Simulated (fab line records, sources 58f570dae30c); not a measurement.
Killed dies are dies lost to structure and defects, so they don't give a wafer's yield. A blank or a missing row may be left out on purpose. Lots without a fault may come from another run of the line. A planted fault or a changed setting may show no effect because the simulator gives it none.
Split-lot experiment | flow berkeley_cmos170 | 5 lots, 23 wafers read, on a route of 331 steps

THE SPLIT
At UCB170_NWELL_CVD_04 (deposits Si3N4 from SiH2Cl2/NH3, target thk 224 nm, time 3360 s), the setting temp_c was moved away from the recipe's 800 C on 15 of the 23 wafers read, by -1.5% to +2.9%. The other wafers ran this setting at the recipe's value.

The file shows no step between the split and the reading.

THE READING
NWELL_NITRIDE_THK, in nm, at UCB170_NWELL_THK_MEAS_05. Fault-free wafers of this fab line usually give 223.3 nm, standard deviation 2.1 nm.

wafer  | tool, chamber at the split | temp_c as run, C | against the recipe | NWELL_NITRIDE_THK, nm | against lot-mates on the recipe
L074.1 | -, -                       | 822.9            | +2.9%              | 334.1                 | no lot-mate on the recipe
L074.2 | -, -                       | 822.9            | +2.9%              | 335.5                 | no lot-mate on the recipe
L074.3 | -, -                       | 822.9            | +2.9%              | 334.5                 | no lot-mate on the recipe
L074.4 | -, -                       | 822.9            | +2.9%              | 335.6                 | no lot-mate on the recipe
L074.6 | -, -                       | 822.9            | +2.9%              | 335.7                 | no lot-mate on the recipe
L075.1 | -, -                       | 787.7            | -1.5%              | 175.0                 | no lot-mate on the recipe
L075.2 | -, -                       | 787.7            | -1.5%              | 179.1                 | no lot-mate on the recipe
L075.3 | -, -                       | 787.7            | -1.5%              | 176.7                 | no lot-mate on the recipe
L075.4 | -, -                       | 787.7            | -1.5%              | 176.5                 | no lot-mate on the recipe
L075.5 | -, -                       | 787.7            | -1.5%              | 178.4                 | no lot-mate on the recipe
L076.1 | -, -                       | 821.4            | +2.7%              | 326.5                 | no lot-mate on the recipe
L076.3 | -, -                       | 821.4            | +2.7%              | 326.1                 | no lot-mate on the recipe
L076.4 | -, -                       | 821.4            | +2.7%              | 329.1                 | no lot-mate on the recipe
L076.5 | -, -                       | 821.4            | +2.7%              | 328.0                 | no lot-mate on the recipe
L076.6 | -, -                       | 821.4            | +2.7%              | 328.6                 | no lot-mate on the recipe
L082.1 | lpcvd-02, 0                | 800              | recipe             | 220.7                 | -
L082.3 | lpcvd-02, 0                | 800              | recipe             | 222.1                 | -
L082.5 | lpcvd-02, 0                | 800              | recipe             | 219.3                 | -
L083.2 | -, -                       | 800              | recipe             | 222.2                 | -
L083.3 | -, -                       | 800              | recipe             | 223.7                 | -
L083.4 | -, -                       | 800              | recipe             | 222.7                 | -
L083.5 | -, -                       | 800              | recipe             | 221.3                 | -
L083.6 | -, -                       | 800              | recipe             | 222.4                 | -

THE FIT
A straight line over all 23 wafers: NWELL_NITRIDE_THK changes by +36.8 nm for each +1% of temp_c; r = +1.00; the points scatter about the line by 5 nm.
Too few moved wafers have a lot-mate on the recipe to fit a line with each lot's own level taken away.

THE WHOLE CHAIN: every reading that the file lists as answering this split, in the file's order
step                     | what it does                                                    | reading                                                                       | change (the file's fit)              | r (the file's)
UCB170_NWELL_CVD_04      | deposits Si3N4 from SiH2Cl2/NH3, target thk 224 nm, time 3360 s | Si3N4_of_NWELL_CVD_04.thk_nm (the simulator's own value, which no gauge read) | +36.9 nm for each +1% of the setting | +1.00
UCB170_NWELL_THK_MEAS_05 |                                                                 | NWELL_NITRIDE_THK                                                             | +36.8 for each +1% of the setting    | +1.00

THE FILE'S OWN FIT
NWELL_NITRIDE_THK changes by +36.8 nm for each +1% of temp_c, r = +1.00.
